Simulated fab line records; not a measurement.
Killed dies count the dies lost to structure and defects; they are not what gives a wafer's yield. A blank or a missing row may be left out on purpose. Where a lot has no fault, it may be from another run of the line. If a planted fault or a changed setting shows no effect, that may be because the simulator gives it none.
Struck lot and sound lot, side by side    flow rit cmos    22 out of 202 route steps
Sound: these wafers, L353.2, L353.3, L353.4. Wafers struck: L359.3, L359.5, L359.6. The cause is given at the end.
Per side, at each step with rows, come the tool, then ch with its chambers, and then its first start. Under that, the readings that differ: sound wafers    struck wafers    difference of the means    sigmas: that difference in standard deviations of wafers without a fault.
alike: readings with means less than 2 such deviations apart, plus words and numbers identical on both sides. not compared: withheld readings, readings lacking a value on some wafer, bounds such as >300 that could conceal the same value, and numbers that have no deviation in the record and whose values overlap.
A row with sigmas, a row that says differs or no value, or rows on one side alone: a step with any of these is where the two part. Non-overlapping numbers with no deviation appear without sigmas and do not part them. Lack of a reading on every wafer of one side parts them only where that side has two or more wafers.

RIT_CONTACT_CD_MEAS_08: target cd 1000 nm.
  sound on cd sem-02 at day 5 20:25; struck on cd sem-02 at day 6 22:21
  alike: cd nm
RIT_CONTACT_OVL_MEAS_09:
  sound on overlay-01 at day 5 20:31; struck on overlay-02 at day 6 22:26
  alike: CONTACT_OVL
then, 1 step without rows for these wafers: RIT_CONTACT_HARDBAKE_10 (time 60 s).
RIT_CONTACT_ETCH_11: etches SiO2 in CHF3/CF4/Ar, stops on TiSi2, target depth 480 nm, time 320 s.
  sound on rie diel-03 ch 0,2, day 5 20:51; struck on rie diel-01 ch 0,3, day 6 22:37
reading                      sound        struck       difference  sigmas
drypump motor current A (A)  5.8 6.0 6.0  5.1 5.4 5.2  -0.7        -2
  alike: oes product au, throttle valve pct
  not compared: rf hours counter h
RIT_CONTACT_STRIP_12: strips in O2, time 180 s.
  sound on plasma asher-01 ch 0,1, day 5 21:03; struck on plasma asher-03 ch 0,1, day 6 22:52
  alike: drypump motor current A
  not compared: rf hours counter h
RIT_CONTACT_CD_MEAS_90: target cd 1000 nm.
  sound on cd sem-01 at day 5 21:14; struck on cd sem-01 at day 6 23:01
  alike: cd nm
then, 2 steps without rows for these wafers: RIT_CONTACT_CLEAN_13 (cleans in SC1, time 600 s); RIT_CONTACT_CLEAN_14 (cleans in SC2, time 600 s).
RIT_M1_SPUTTER_00: material Al, target thk 400 nm, time 500 s.
  sound on pvd sputter-04 at day 5 21:44; struck on pvd sputter-04 at day 6 23:29
  alike: chamber pressure pa, throttle valve pct
RIT_M1_RS_MEAS_01: measurement is done with a four-point probe.
  sound on film metro-03 at day 5 22:02; struck on film metro-04 at day 6 23:49
  alike: M1_AL_RS
RIT_M1_THK_MEAS_02: measures by xrf.
  sound on film metro-03 at day 5 22:09; struck on film metro-04 at day 6 23:55
  alike: M1_AL_THK
then, 1 step without rows for these wafers: RIT_M1_HMDS_03 (prime time 60 s).
RIT_M1_COAT_04: resist thk 1300 nm.
  sound on litho track-03 ch 0, day 5 22:29; struck on litho track-01 ch 0, day 7 00:10
reading                                  sound                 struck                difference  sigmas
spin speed rpm (rpm)                     2002.0 1998.3 1998.8  1922.2 1922.9 1920.6  -77.8       -56
model.NOVOLAK_of_M1_COAT_04.thk nm (nm)  1296 1300 1297        1325 1322 1327        +27         
then, 4 steps without rows for these wafers: RIT_M1_SOFTBAKE_05 (time 60 s); RIT_M1_EXPOSE_06 (exposes mask M12, target cd 2600 nm); RIT_M1_PEB_07; RIT_M1_DEVELOP_08 (develop time 68 s).
RIT_M1_CD_MEAS_09: target cd 2600 nm.
  sound on cd sem-02 at day 5 23:15; struck on cd sem-01 at day 7 00:53
reading     sound                 struck                difference  sigmas
cd nm (nm)  2598.5 2596.4 2599.8  2606.9 2606.4 2608.5  +9.0        +3
RIT_M1_OVL_MEAS_10:
  sound on overlay-01 at day 5 23:22; struck on overlay-01 at day 7 00:58
  alike: M1_OVL
RIT_M1_HARDBAKE_11: time 120 s.
  sound on litho track-04 ch 0, day 5 23:26; struck on litho track-03 ch 0, day 7 01:05
reading                                  sound           struck          difference  sigmas
model.NOVOLAK_of_M1_COAT_04.thk nm (nm)  1134 1137 1135  1159 1156 1160  +23         
RIT_M1_METAL_ETCH_12: etches Al in Cl2/BCl3, stops on SiO2, time 165 s, target depth 600 nm.
  sound on rie metal-01 ch 0,1, day 5 23:38; struck on rie metal-04 ch 0,1, day 7 01:18
  alike: drypump motor current A, mfc cl2 sccm, oes product au, throttle valve pct
  not compared: rf hours counter h
RIT_M1_PROBE_99:
  sound on prober-01 at day 6 01:56; struck on prober-01 at day 7 03:36
reading      sound  struck  difference  sigmas
killed open  3 3 2  4 9 10  +5          +2
  alike: defect limited yield, killed_at_M0_to_M3, killed at front end, killed dies, killed short, sort_bin_3_pad_short, sort_bin_5_function, sort_bin_6_memory, sort n pass, sort yield pct

WHERE THEY PART
At RIT_CONTACT_ETCH_11 first; at RIT_M1_PROBE_99 last (within this record only).

WHY: the cause the simulator had injected
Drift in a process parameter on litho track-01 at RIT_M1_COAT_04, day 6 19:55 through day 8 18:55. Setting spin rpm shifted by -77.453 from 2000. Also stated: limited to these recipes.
